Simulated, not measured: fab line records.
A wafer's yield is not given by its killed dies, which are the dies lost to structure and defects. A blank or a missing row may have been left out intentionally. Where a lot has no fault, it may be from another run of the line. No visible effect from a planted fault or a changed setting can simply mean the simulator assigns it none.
Which tool is to blame?    flow berkeley_cmos170    14 lots, 42 wafers sampled, at 2 steps of a route of 331

WHAT EACH GAUGE READ, for each wafer
UCB170_NSD_CD_MEAS_06: target cd 1200 nm.
lot   measured      on         cd_nm (nm)
L399  day 7 02:20   cd_sem-01  1199.8 1199.8 1199.7
L400  day 7 22:25   cd_sem-02  1201.1 1200.6 1201.3
L401  day 7 23:11   cd_sem-02  1199.8 1198.8 1199.6
L405  day 8 05:52   cd_sem-02  1199.0 1200.0 1199.8
L404  day 8 07:15   cd_sem-01  1199.8 1198.6 1201.8
L406  day 9 00:55   cd_sem-02  1199.0 1199.0 1198.0
L408  day 9 01:12   cd_sem-02  1202.3 1201.9 1202.7
L410  day 9 11:58   cd_sem-01  1200.6 1200.4 1198.9
L409  day 9 12:09   cd_sem-02  1200.9 1201.3 1200.7
L418  day 11 12:09  cd_sem-02  - - -
L419  day 11 12:23  cd_sem-01  - - -
L420  day 12 06:16  cd_sem-01  1198.8 1200.1 1200.1
L421  day 12 06:26  cd_sem-02  1199.4 1199.9 1199.0
L422  day 12 12:26  cd_sem-01  1202.1 1201.9 1202.2

WHICH TOOL RAN EACH LOT (tool, then ch and the chambers of the sampled wafers, then the start)
lot   UCB170_NSD_COAT_01
L399  litho_track-01 ch 0, day 7 01:23
L400  litho_track-03 ch 0, day 7 21:27
L401  litho_track-02 ch 0, day 7 22:22
L405  litho_track-03 ch 0, day 8 05:11
L404  litho_track-03 ch 0, day 8 06:10
L406  litho_track-01 ch 0, day 8 23:57
L408  litho_track-02 ch 0, day 8 23:59
L410  litho_track-02 ch 0, day 9 11:07
L409  litho_track-03 ch 0, day 9 11:19
L418  litho_track-01, day 11 11:22
L419  litho_track-02, day 11 11:41
L420  litho_track-02 ch 0, day 12 05:34
L421  litho_track-03 ch 0, day 12 05:44
L422  litho_track-03 ch 0, day 12 11:44
- UCB170_NSD_COAT_01: resist thk 900 nm.

WHAT THE TOOLS THEMSELVES READ (means of the sampled wafers that have a number; where no wafer has one, the mark that the record gives instead)
UCB170_NSD_COAT_01.
lot   tool            chill_plate_temp_C (C)  dispense_pressure_kPa (kPa)
L399  litho_track-01  22.95                   57
L400  litho_track-03  23.11                   48
L401  litho_track-02  22.91                   49
L405  litho_track-03  23.08                   48
L404  litho_track-03  23.20                   48
L406  litho_track-01  22.99                   58
L408  litho_track-02  22.98                   49
L410  litho_track-02  22.93                   49
L409  litho_track-03  22.94                   48
L418  litho_track-01  -                       -
L419  litho_track-02  -                       -
L420  litho_track-02  23.04                   49
L421  litho_track-03  22.95                   48
L422  litho_track-03  22.89                   48

THE ANSWER, worked out from the rows above alone
Rule: the lots themselves supply what counts as usual. Put in order of their means at a reading, lots are off if they are a third of the lots or fewer, leave a main group of 4 or more, and stand apart from it by a gap of 3 or more times the standard deviation of the main group's means; of several such gaps the widest counts. The tables above print the reading to a certain number of digits; a main group whose means all agree to those digits is not used. Also off: a lot with no number at a reading for which 4 or more lots have one. Any other lot the step has rows for is counted as sound. The gauges are gone through in route order, then the tools' own readings, and for those a lot's mean is taken as printed above. At the first step where some lot is off, the reading lying furthest off is the one used; lots without a number count as furthest.
Off: L418, L419 (UCB170_NSD_CD_MEAS_06, cd_nm). Without a number there: L418, L419. Main group: mean 1200.2 nm, sd 1.1.
A tool fits if, at a process step before that reading, it ran every lot that is off, and no sound lot after the first of them. Not tried: the gauges at UCB170_NSD_CD_MEAS_06; whatever is off there is also off at UCB170_NSD_COAT_01, on other tools, and gauge error can't account for it. Not one of the candidates tried fits.

WHAT THE SIMULATOR HAD PUT IN
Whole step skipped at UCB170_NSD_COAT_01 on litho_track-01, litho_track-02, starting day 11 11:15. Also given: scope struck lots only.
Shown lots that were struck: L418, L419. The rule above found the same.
